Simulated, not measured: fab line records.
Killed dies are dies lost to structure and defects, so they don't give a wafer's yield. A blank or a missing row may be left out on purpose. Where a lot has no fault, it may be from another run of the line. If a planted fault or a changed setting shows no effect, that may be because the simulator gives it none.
Matching of chambers	flow berkeley_cmos170	3 sister chambers for UCB170_SPACER_CVD_00 on pecvd-03
The step deposits SiO2 from TEOS/O2, target thk 376 nm, time 47 s. 14 wafers are shown with their chamber, then 7 later ones without.

## WAFERS PAIRED WITH THEIR CHAMBERS
wafer	chamber	heater_power_w (W)
L416.1	1	217
L416.2	0	242
L416.5	1	226
L417.1	1	259
L417.5	1	266
L417.6	2	273
L418.3	0	292
L418.5	1	243
L418.6	2	318
L424.1	0	244
L424.5	1	260
L424.6	0	268
L428.1	1	232
L428.2	0	278

SIGNATURES, as means of the wafers listed above
reading	chamber 0	chamber 1	chamber 2	scatter within a chamber
heater_power_w	264.80	243.29	295.50	21.4
Rule: for each reading, subtract the chamber's mean from the wafer's reading, divide by that reading's scatter and square the result; add these up over the readings and take the root, which gives the wafer's distance from the chamber. The wafer belongs to the nearest chamber; if the next one is less than 2 further off, it can't be placed. How the scatter is found: for the shown wafers, subtract from each reading the mean of its chamber, square and add these, divide the total by (wafers less chambers), then take the root.

## WAFERS WITH NO CHAMBER GIVEN
wafer	heater_power_w (W)
L428.6	286
L429.2	197
L429.3	219
L429.6	259
L432.1	246
L432.2	245
L432.5	221

## EACH ONE'S CHAMBER
wafer	from the rows above	in truth
L428.6	can't be placed: 2 or 0 or 1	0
L429.2	can't be placed: 1 or 0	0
L429.3	can't be placed: 1 or 0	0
L429.6	can't be placed: 0 or 1 or 2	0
L432.1	can't be placed: 1 or 0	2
L432.2	can't be placed: 1 or 0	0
L432.5	can't be placed: 1 or 0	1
Placed correctly: 0 of 7. Not placeable from these rows: 7 (in 6, the candidates include the true chamber). 0 placed wrongly.
